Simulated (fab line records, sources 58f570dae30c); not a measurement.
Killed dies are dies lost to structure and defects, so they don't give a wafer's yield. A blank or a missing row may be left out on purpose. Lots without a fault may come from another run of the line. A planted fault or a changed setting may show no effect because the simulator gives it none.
Split-lot experiment | flow berkeley_cmos170 | 5 lots, 23 wafers read, on a route of 331 steps

THE SPLIT
At UCB170_NLDD_PEB_04, the setting peb_temp_c was moved away from the recipe's 130 C on 4 of the 23 wafers read, by -2.2% to -1.9%. The other wafers ran this setting at the recipe's value.

FROM THE SPLIT TO THE READING: what the file shows between them, 1 step
- UCB170_NLDD_DEVELOP_05: develop time 45 s

THE READING
cd_nm, in nm, at UCB170_NLDD_CD_MEAS_06 (target cd 1200 nm). Fault-free wafers of this fab line usually give 1199.6 nm, standard deviation 1.1 nm.

wafer  | tool, chamber at the split | peb_temp_c as run, C | against the recipe | cd_nm, nm | against lot-mates on the recipe
L078.1 | litho_track-04, 0          | 130                  | recipe             | 1199.7    | -
L078.2 | litho_track-04, 0          | 130                  | recipe             | 1199.5    | -
L078.3 | litho_track-04, 0          | 130                  | recipe             | 1199.3    | -
L078.5 | litho_track-04, 0          | 130                  | recipe             | 1199.0    | -
L078.6 | litho_track-04, 0          | 130                  | recipe             | 1200.6    | -
L077.1 | litho_track-04, 0          | 130                  | recipe             | 1200.3    | -
L077.2 | litho_track-04, 0          | 130                  | recipe             | 1200.6    | -
L077.3 | litho_track-04, 0          | 130                  | recipe             | 1200.3    | -
L079.1 | litho_track-01, 0          | 130                  | recipe             | 1199.2    | -
L079.3 | litho_track-01, 0          | 130                  | recipe             | 1198.7    | -
L079.4 | litho_track-01, 0          | 130                  | recipe             | 1198.9    | -
L079.5 | litho_track-01, 0          | 130                  | recipe             | 1200.2    | -
L079.6 | litho_track-01, 0          | 130                  | recipe             | 1199.5    | -
L081.1 | litho_track-04, 0          | 130                  | recipe             | 1199.2    | -
L081.2 | litho_track-04, 0          | 127.1                | -2.2%              | 1177.5    | -22.5
L081.3 | litho_track-04, 0          | 127.1                | -2.2%              | 1177.6    | -22.4
L081.5 | litho_track-04, 0          | 130                  | recipe             | 1200.2    | -
L081.6 | litho_track-04, 0          | 130                  | recipe             | 1200.7    | -
L080.1 | litho_track-02, 0          | 127.5                | -1.9%              | 1183.3    | -17.8
L080.2 | litho_track-02, 0          | 130                  | recipe             | 1201.9    | -
L080.4 | litho_track-02, 0          | 127.5                | -1.9%              | 1182.4    | -18.7
L080.5 | litho_track-02, 0          | 130                  | recipe             | 1200.9    | -
L080.6 | litho_track-02, 0          | 130                  | recipe             | 1200.4    | -

THE FIT
A straight line over all 23 wafers: cd_nm changes by +9.56 nm for each +1% of peb_temp_c; r = +0.99; the points scatter about the line by 0.93 nm.
The same after taking each lot's own level away (the mean of its wafers on the recipe; 23 wafers): +9.82 nm for each +1%; r = +1.00; scatter 0.59 nm.
On that fit, the largest move of peb_temp_c shifts the reading by 22 nm.
The lots' own levels span 1199.30 to 1201.07 nm, that is 1.6 times the standard deviation above.
So the lot-to-lot level changes the slope little: the two slopes agree.
Check: with one of the wafers moved furthest among these (-2.2%) left out of the fit, the line predicts -21.7 nm for it against its lot-mates. It came out at -22.5 nm against them.

OTHER SPLITS ON THESE WAFERS
These wafers also went through other splits before the reading. Each is held against what the fit with the lots' levels taken away leaves over:
other split on the same wafers      | wafers away from the commonest value | r with cd_nm (lot level and that fit taken away)
UCB170_FIELD_OXIDATION_01 ox_time_s | 18                                   | -0.19
UCB170_FIELD_WET_ETCH_06 time_s     | 18                                   | -0.06
UCB170_NVT_COAT_01 resist_thk_nm    | 11                                   | +0.41
UCB170_PVT_IMPLANT_07 energy_kev    | 9                                    | -0.10
UCB170_GATE_COAT_07 spin_rpm        | 8                                    | +0.18
UCB170_PLDD_EXPOSE_03 dose_mj       | 7                                    | -0.41

THE FILE'S OWN FIT
cd_nm changes by +9.8 nm for each +1% of peb_temp_c, r = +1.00.
